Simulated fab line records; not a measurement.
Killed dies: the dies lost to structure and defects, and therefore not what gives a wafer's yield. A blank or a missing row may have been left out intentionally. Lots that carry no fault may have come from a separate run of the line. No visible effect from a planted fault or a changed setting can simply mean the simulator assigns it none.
Lot-split experiment | flow rit-cmos | 5 lots, 23 wafers read, on a route of 202 steps

== THE SPLIT ==
At RIT_M1_SPUTTER_00 (material Al, target thk 400 nm, time 500 s), the setting time-s was moved away from the recipe's 500 s on 4 of the 23 wafers read, by -5.4% to +7.4%. All remaining wafers had this setting at the recipe value.

== BETWEEN THE SPLIT AND THE READING: the file shows 1 step in between ==
- RIT_M1_RS_MEAS_01: measures by four-point-probe

== THE READING ==
M1_AL_THK, in nm, at RIT_M1_THK_MEAS_02 (measures by xrf). On this fab line, fault-free wafers typically give 414 nm with a standard deviation of 5.2 nm.

wafer  | tool, chamber at the split | time-s as run, s | against the recipe | M1_AL_THK, nm | against lot-mates on the recipe
L075.1 | pvd-sputter-02, -          | 500              | recipe             | 413           | -
L075.2 | pvd-sputter-02, -          | 500              | recipe             | 403           | -
L075.4 | pvd-sputter-02, -          | 472.9            | -5.4%              | 391           | -15
L075.5 | pvd-sputter-02, -          | 500              | recipe             | 401           | -
L075.6 | pvd-sputter-02, -          | 472.9            | -5.4%              | 392           | -14
L076.1 | pvd-sputter-01, -          | 500              | recipe             | 417           | -
L076.3 | pvd-sputter-01, -          | 500              | recipe             | 408           | -
L076.4 | pvd-sputter-01, -          | 500              | recipe             | 406           | -
L076.5 | pvd-sputter-01, -          | 500              | recipe             | 411           | -
L076.6 | pvd-sputter-01, -          | 500              | recipe             | 410           | -
L078.2 | pvd-sputter-04, -          | 500              | recipe             | 415           | -
L078.3 | pvd-sputter-04, -          | 500              | recipe             | 417           | -
L078.4 | pvd-sputter-04, -          | 500              | recipe             | 414           | -
L078.5 | pvd-sputter-04, -          | 500              | recipe             | 414           | -
L078.6 | pvd-sputter-04, -          | 500              | recipe             | 421           | -
L082.1 | pvd-sputter-04, -          | 500              | recipe             | 413           | -
L082.2 | pvd-sputter-04, -          | 500              | recipe             | 416           | -
L082.6 | pvd-sputter-04, -          | 500              | recipe             | 413           | -
L083.1 | pvd-sputter-02, -          | 537              | +7.4%              | 442           | +27
L083.2 | pvd-sputter-02, -          | 500              | recipe             | 416           | -
L083.3 | pvd-sputter-02, -          | 500              | recipe             | 413           | -
L083.5 | pvd-sputter-02, -          | 500              | recipe             | 415           | -
L083.6 | pvd-sputter-02, -          | 537              | +7.4%              | 446           | +31

THE FIT
A straight line over all 23 wafers: M1_AL_THK changes by +4.12 nm for each +1% of time-s; r = +0.93; the points scatter about the line by 4.7 nm.
The same after taking each lot's own level away (the mean of its wafers on the recipe; 23 wafers): +3.48 nm for each +1%; r = +0.94; scatter 3.5 nm.
According to that fit, moving time-s by its largest amount changes the reading by 26 nm.
Measured against the standard deviation above, the lots' own levels, which go from 405.7 to 416.2 nm, span 2.0 times it.
So the lot-to-lot level changes the slope: the two fits differ.
Check: with one of the wafers moved furthest among these (+7.4%) left out of the fit, the line predicts +25.9 nm for it against its lot-mates. It came out at +27.3 nm against them.

== ADDITIONAL SPLITS CARRIED BY THESE WAFERS ==
Other splits were also applied to these wafers ahead of the reading. Each is held against what the fit with the lots' levels taken away leaves over:
other split on the same wafers | wafers away from the commonest value | r with M1_AL_THK (lot level and that fit taken away)
RIT_NSD_IMPLANT_08 energy-kev  | 10                                   | -0.04
RIT_SILICIDE_SPUTTER_01 time-s | 8                                    | +0.16
RIT_CONTACT_CVD_00 time-s      | 6                                    | +0.08

== THE WHOLE CHAIN: every reading that the file lists as answering this split, in the file's order ==
step               | what it does                               | reading                                                                     | change (the file's fit)               | r (the file's)
RIT_M1_SPUTTER_00  | material Al, target thk 400 nm, time 500 s | Al_of_M1_SPUTTER_00.thk-nm (the simulator's own value, which no gauge read) | +3.19 nm for each +1% of the setting  | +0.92
RIT_M1_RS_MEAS_01  | measures by four-point-probe               | M1_AL_RS                                                                    | -0.000554 for each +1% of the setting | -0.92
RIT_M1_THK_MEAS_02 | measures by xrf                            | M1_AL_THK                                                                   | +3.47 for each +1% of the setting     | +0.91

== THE FILE'S OWN FIT ==
M1_AL_THK changes by +3.47 nm for each +1% of time-s, r = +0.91.
